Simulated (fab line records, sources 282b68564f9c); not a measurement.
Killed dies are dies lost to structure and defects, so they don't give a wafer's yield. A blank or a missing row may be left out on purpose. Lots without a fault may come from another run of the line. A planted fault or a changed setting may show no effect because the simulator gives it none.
A struck lot beside a sound one | flow rit_cmos | 43 steps out of a route of 202
Sound: wafers L327.2, L327.3, L327.6. Struck: wafers L325.1, L325.3, L325.6. The cause comes at the end.
At each step with rows: each side's tool, then ch and its chambers, then its first start. Under that, the readings that differ: sound wafers | struck wafers | difference of the means | sigmas: that difference in standard deviations of wafers without a fault.
alike: readings whose means differ by less than 2 such deviations, and words and numbers that are the same on both sides. not compared: withheld readings, readings that some wafer has no value for, bounds like >300 that may hide the same value, and numbers for which the record gives no deviation and whose values overlap.
The two part at a step that has a row with sigmas, a row that says differs or no value, or rows on one side only. Numbers that don't overlap but have no deviation are shown without sigmas and don't part them. A reading that every wafer of one side lacks parts them only if that side has two wafers or more.

first, 2 steps without rows for these wafers: RIT_SPACER_CLEAN_02 (cleans in SC2, time 600 s); RIT_SPACER_CVD_03 (deposits Si3N4 from SiH2Cl2/NH3, target thk 250 nm, time 3300 s).
RIT_SPACER_THK_MEAS_04:
  sound on film_metro-03, day 6 10:11; struck on film_metro-01, day 5 21:33
  alike: SPACER_NITRIDE_THK
then, 7 steps without rows for these wafers: RIT_SPACER_ETCHBACK_05 (etches Si3N4 in SF6/CHF3, stops on SiO2, target depth 250 nm, time 240 s); RIT_NSD_HMDS_00 (prime time 60 s); RIT_NSD_COAT_01 (resist thk 1000 nm); RIT_NSD_SOFTBAKE_02 (time 60 s); RIT_NSD_EXPOSE_03 (exposes mask M9, target cd 40700 nm); RIT_NSD_PEB_04; RIT_NSD_DEVELOP_05 (develop time 50 s).
RIT_NSD_OVL_MEAS_06:
  sound on overlay-01, day 6 11:14; struck on overlay-02, day 5 22:44
  alike: NSD_OVL
then, 1 step without rows for these wafers: RIT_NSD_HARDBAKE_07 (time 60 s).
RIT_NSD_IMPLANT_08:
  sound on implanter-04 ch 0, day 6 11:26; struck on implanter-02 ch 0, day 5 22:55
then, 1 step without rows for these wafers: RIT_NSD_STRIP_09 (strips in O2, time 180 s).
RIT_NSD_TW_MEAS_10:
  sound on film_metro-01, day 6 11:45; struck on film_metro-04, day 5 23:14
  reading | sound          | struck         | difference | sigmas
  NSD_TW  | 3154 3158 3158 | 3081 3073 3086 | -77        | -3
then, 6 steps without rows for these wafers: RIT_PSD_HMDS_00 (prime time 60 s); RIT_PSD_COAT_01 (resist thk 1000 nm); RIT_PSD_SOFTBAKE_02 (time 60 s); RIT_PSD_EXPOSE_03 (exposes mask M10, target cd 40900 nm); RIT_PSD_PEB_04; RIT_PSD_DEVELOP_05 (develop time 50 s).
RIT_PSD_OVL_MEAS_06:
  sound on overlay-02, day 6 12:40; struck on overlay-02, day 6 00:09
  alike: PSD_OVL
then, 2 steps without rows for these wafers: RIT_PSD_HARDBAKE_07 (time 60 s); RIT_PSD_IMPLANT_08.
RIT_PSD_STRIP_09: strips in O2, time 180 s.
  sound on plasma_asher-02 ch 1, day 6 12:59; struck on plasma_asher-01 ch 0,1, day 6 00:29
  alike: drypump_motor_current_A
  not compared: rf_hours_counter_h
RIT_PSD_TW_MEAS_10:
  sound on film_metro-02, day 6 13:10; struck on film_metro-02, day 6 00:40
  alike: PSD_TW
then, 3 steps without rows for these wafers: RIT_SDANNEAL_CLEAN_00 (cleans in SC1, time 600 s); RIT_SDANNEAL_CLEAN_01 (cleans in dHF, time 30 s); RIT_SDANNEAL_CLEAN_02 (cleans in SC2, time 600 s).
RIT_SDANNEAL_RTA_03: time 5 s.
  sound on rtp_anneal-02 ch 0, day 6 13:36; struck on rtp_anneal-02 ch 0, day 6 01:05
  alike: anneal_temp_c_max, ramp_down_c_per_s, ramp_up_c_per_s, wafer_temp_C_max
RIT_SDANNEAL_RS_MEAS_04: measures by four-point-probe.
  sound on film_metro-01, day 6 13:40; struck on film_metro-02, day 6 01:09
  alike: PSD_RS
RIT_SDANNEAL_RS_MEAS_05: measures by four-point-probe.
  sound on film_metro-01, day 6 13:47; struck on film_metro-02, day 6 01:16
  alike: NSD_RS
RIT_SDANNEAL_RS_MEAS_06: measures by four-point-probe.
  sound on film_metro-01, day 6 13:55; struck on film_metro-02, day 6 01:23
  alike: PLDD_RS
RIT_SDANNEAL_RS_MEAS_07: measures by four-point-probe.
  sound on film_metro-01, day 6 14:02; struck on film_metro-02, day 6 01:31
  reading          | sound             | struck            | difference | sigmas
  NLDD_RS (ohm/sq) | 153.2 153.2 152.5 | 150.9 151.5 151.3 | -1.7       | -3
then, 1 step without rows for these wafers: RIT_SILICIDE_WET_ETCH_00 (etches SiO2 in BOE, target depth 14 nm, time 15 s).
RIT_SILICIDE_SPUTTER_01: material Ti, target thk 30 nm, time 240 s.
  sound on pvd_sputter-03, day 6 14:08; struck on pvd_sputter-03, day 6 01:38
  alike: throttle_valve_pct
RIT_SILICIDE_RS_MEAS_02: measures by four-point-probe.
  sound on film_metro-03, day 6 14:19; struck on film_metro-04, day 6 01:47
  reading                 | sound          | struck         | difference | sigmas
  SILICIDE_TI_RS (ohm/sq) | 49.5 49.5 49.1 | 47.9 48.1 47.9 | -1.4       | -2
RIT_SILICIDE_THK_MEAS_03: measures by xrf.
  sound on film_metro-03, day 6 14:25; struck on film_metro-04, day 6 01:55
  reading              | sound             | struck            | difference | sigmas
  SILICIDE_TI_THK (nm) | 29.27 29.42 29.61 | 30.23 29.89 30.24 | +0.69      | +2
RIT_SILICIDE_RTA_04: time 10 s, ramp up 5 s, ramp down 5 s.
  sound on rtp_anneal-01 ch 0, day 6 14:29; struck on rtp_anneal-01 ch 0, day 6 01:58
  alike: anneal_temp_c_max, wafer_temp_C_max
then, 1 step without rows for these wafers: RIT_SILICIDE_WET_ETCH_05 (etches Ti in SPM, time 120 s).
RIT_SILICIDE_RTA_06: time 10 s, ramp up 5 s, ramp down 10 s.
  sound on rtp_anneal-02 ch 0, day 6 14:35; struck on rtp_anneal-02 ch 0, day 6 02:05
  alike: anneal_temp_c_max, wafer_temp_C_max
then, 1 step without rows for these wafers: RIT_CONTACT_CVD_00 (deposits SiO2 from TEOS, target thk 400 nm, time 61 s).
RIT_M1_PROBE_99:
  sound on prober-02, day 6 21:17; struck on prober-01, day 6 08:23
  reading                                 | sound                      | struck                     | difference | sigmas
  killed_at_M0_to_M3                      | 0 0 1                      | 0 0 0                      | +0         | -2
  model.etest.nmos_0p15.gate_bv_v (V)     | 4.707 4.683 4.688          | 4.47 4.489 4.494           | -0.21      |
  model.etest.nmos_0p3.bv_v (V)           | 5.45 5.439 5.457           | 5.312 5.33 5.335           | -0.123     |
  model.etest.nmos_0p15.bv_v (V)          | 5.45 5.439 5.457           | 5.312 5.33 5.335           | -0.123     |
  model.etest.nmos_0p15.tox_inv_nm_range  | 0.0574 0.0731 0.07151      | 0.1624 0.1509 0.0787       | +0.0633    |
  model.etest.antenna_poly.vt_shift_v (V) | -0.008446 -0.0101 -0.01241 | -0.02639 -0.02903 -0.02973 | -0.01806   |
  alike: killed_at_front_end, killed_dies, killed_open, killed_short
  not compared: model.etest.antenna_poly.gate_log10_a_cm2

WHERE THEY PART
First at RIT_NSD_TW_MEAS_10; last, within this record, at RIT_M1_PROBE_99.

WHY: what the simulator had put in
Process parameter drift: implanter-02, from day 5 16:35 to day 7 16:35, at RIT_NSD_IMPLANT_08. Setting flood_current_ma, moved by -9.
